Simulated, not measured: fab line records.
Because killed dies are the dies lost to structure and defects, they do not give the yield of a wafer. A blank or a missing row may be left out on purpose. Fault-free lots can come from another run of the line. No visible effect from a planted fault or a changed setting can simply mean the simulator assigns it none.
Code-filled problem report in 8D (eight disciplines) form | flow ritCmos | the parts of the form that need people (team, actions taken, sign-off) are left out

## 1. WHAT IS WRONG
At RIT_M1_PROBE_99, killedAtContacts averages 36.7 over 3 wafers from 2 lots, while fault-free wafers read 0.0, standard deviation 0.22. So: +99 or more standard deviations from the usual mean.
First seen on wafer L633.4, day 6 07:58, on prober-01. Wafers with a number at this step in the record: 6, from 2 lots. Rule for "out" (also "out of limits"): further than 4 standard deviations from the usual mean. All remaining wafers that have a number are taken as sound.

## 2. WHAT IT IS; WHAT IT IS NOT
question                    | is                           | is not
which readings at this step | killedAtContacts, killedDies | killed_at_M0_to_M3, killedAtFrontEnd, killedOpen, killedShort
which lots                  | L633, L634                   | -
which wafers of those lots  | L633.4, L634.4, L634.5       | L633.1, L633.3, L634.1
read on which tools         | prober-01, prober-02         | -
when                        | from day 6 07:58             | up to then (2 sound wafers); but 1 sound wafer of L634 came after

## 3. WHAT RULES OUT EACH SUSPECT
Counting: any tool at a process step up to the reading remains a suspect provided it ran every lot that is out. Sound lots after the first of them don't rule it out here, since some wafers of a struck lot are sound.
- plasmaAsher-03 at RIT_CONTACT_STRIP_12 (strips in O2, time 180 s): kept. It ran every lot that is out, first L633 (day 6 02:59).
- Within plasmaAsher-03 at RIT_CONTACT_STRIP_12, the wafers that are out were processed in chamber 0 and their sound lot-mates in chamber 1.
The count leaves plasmaAsher-03 at RIT_CONTACT_STRIP_12.

## 4. THE CAUSE (what the simulator had put in)
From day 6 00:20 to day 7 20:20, plasmaAsher-03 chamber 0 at RIT_CONTACT_STRIP_12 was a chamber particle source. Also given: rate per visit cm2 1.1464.
Only this tool survived the counting.

## 5. SEQUENCE OF EFFECTS, ordered by route
Each row: a reading where the mean over the struck wafers with a number is more than 3 standard deviations away from the usual. Readings are gone through only where the record gives a usual standard deviation; hours: the median, over the lots, of the time from a lot's start at the first step in this table giving one to that lot's start at this step; sigmas: the change measured in usual standard deviations.
hours | step            | reading          | usual | on struck wafers | change | sigmas
0     | RIT_M1_PROBE_99 | killedAtContacts | 0.0   | 36.7             | +36.7  | +99 or more
0     | RIT_M1_PROBE_99 | killedDies       | 6.6   | 39.3             | +32.7  | +11
Its process steps:
- RIT_M1_PROBE_99

## 6. HOW IT WOULD HAVE BEEN CAUGHT EARLIER
In this record the first reading out of limits was taken at day 6 07:58, 8 hours after the fault began at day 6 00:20.
No tool reading at RIT_CONTACT_STRIP_12 that has a usual standard deviation in the record was out on any struck wafer, so an alarm limit of 4 standard deviations on those readings would not have fired.
The start of RIT_CONTACT_STRIP_12 on plasmaAsher-03 came by day 6 07:58 for every one of the lots that are out (2). Holding the tool at that point would not have protected any of them.
